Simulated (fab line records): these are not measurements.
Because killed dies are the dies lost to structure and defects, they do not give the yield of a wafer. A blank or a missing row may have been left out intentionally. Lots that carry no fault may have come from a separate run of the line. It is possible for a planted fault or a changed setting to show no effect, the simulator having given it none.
Split-lot study	flow rit-cmos	route with 202 steps; 5 lots, 23 wafers read

== THE SPLIT ITSELF ==
At RIT_NSD_IMPLANT_08, the setting dose-cm2 was moved away from the recipe's 1e+15 on 9 of the 23 wafers read, by -6.4% to +5.3%. This setting was run at the recipe's value on the other wafers.

== FROM THE SPLIT TO THE READING: what the file shows between them, 6 steps ==
- RIT_PSD_IMPLANT_08 (also split here: dose-cm2)
- RIT_SDANNEAL_CLEAN_00: cleans in SC1, time 600 s (also split here: temp-c)
- RIT_SDANNEAL_CLEAN_01: cleans in dHF, time 30 s
- RIT_SDANNEAL_CLEAN_02: cleans in SC2, time 600 s
- RIT_SDANNEAL_RTA_03: time 5 s
- RIT_SDANNEAL_RS_MEAS_04: measures by four-point-probe

== THE READING ==
NSD_RS in ohm/sq, measured at RIT_SDANNEAL_RS_MEAS_05 by four-point-probe. Typical for fault-free wafers on this fab line: 84.43 ohm/sq, with standard deviation 0.24 ohm/sq.

wafer	tool, chamber at the split	dose-cm2 as run	against the recipe	NSD_RS, ohm/sq	against lot-mates on the recipe
L077.1	implanter-02, 0	1e+15	recipe	84.74	-
L077.2	implanter-02, 0	1e+15	recipe	84.86	-
L077.3	implanter-02, 0	1e+15	recipe	84.52	-
L081.1	implanter-03, 0	1e+15	recipe	84.55	-
L081.2	implanter-03, 0	1e+15	recipe	84.75	-
L081.3	implanter-03, 0	1e+15	recipe	84.49	-
L081.4	implanter-03, 0	9.36e+14	-6.4%	89.47	+4.87
L081.6	implanter-03, 0	9.36e+14	-6.4%	89.21	+4.61
L082.2	implanter-03, 0	1e+15	recipe	84.45	-
L082.3	implanter-03, 0	1e+15	recipe	84.55	-
L082.4	implanter-03, 0	9.663e+14	-3.4%	86.65	+2.27
L082.5	implanter-03, 0	9.663e+14	-3.4%	86.85	+2.47
L082.6	implanter-03, 0	1e+15	recipe	84.14	-
L083.1	implanter-01, 0	1.053e+15	+5.3%	80.90	-3.43
L083.3	implanter-01, 0	1e+15	recipe	84.68	-
L083.4	implanter-01, 0	1.053e+15	+5.3%	80.94	-3.39
L083.5	implanter-01, 0	1e+15	recipe	84.17	-
L083.6	implanter-01, 0	1e+15	recipe	84.15	-
L084.1	implanter-03, 0	1.035e+15	+3.5%	82.58	-1.92
L084.2	implanter-03, 0	1e+15	recipe	84.46	-
L084.3	implanter-03, 0	1.035e+15	+3.5%	82.34	-2.16
L084.5	implanter-03, 0	1e+15	recipe	84.53	-
L084.6	implanter-03, 0	1.035e+15	+3.5%	82.48	-2.02

FIT RESULTS
A straight line over all 23 wafers: NSD_RS changes by -0.691 ohm/sq for each +1% of dose-cm2; r = -0.99; the points scatter about the line by 0.26 ohm/sq.
The same after taking each lot's own level away (the mean of its wafers on the recipe; 23 wafers): -0.68 ohm/sq for each +1%; r = -0.99; scatter 0.22 ohm/sq.
The reading moves by 4.4 ohm/sq for the largest change in dose-cm2, on that fit.
The span of the lots' own levels, 84.333 to 84.707 ohm/sq, comes to 1.6 times the standard deviation stated above.
The two slopes are in agreement: the lot-to-lot level therefore moves the slope only a little.
Check: with one of the wafers moved furthest among these (-6.4%) left out of the fit, the line predicts +4.31 ohm/sq for it against its lot-mates. Against them it came out at +4.87 ohm/sq.

== ADDITIONAL SPLITS CARRIED BY THESE WAFERS ==
Note: prior to the reading, these wafers also went through further splits. Each is held against what the fit with the lots' levels taken away leaves over:
other split on the same wafers	wafers away from the commonest value	r with NSD_RS (lot level and that fit taken away)
RIT_SPACER_CVD_03 sih2cl2-flow-sccm	15	+0.09
RIT_PSD_IMPLANT_08 dose-cm2	6	-0.13
RIT_SDANNEAL_CLEAN_00 temp-c	15	-0.05

== FILE'S OWN FIT ==
NSD_RS changes by -0.686 ohm/sq for each +1% of dose-cm2, r = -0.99.
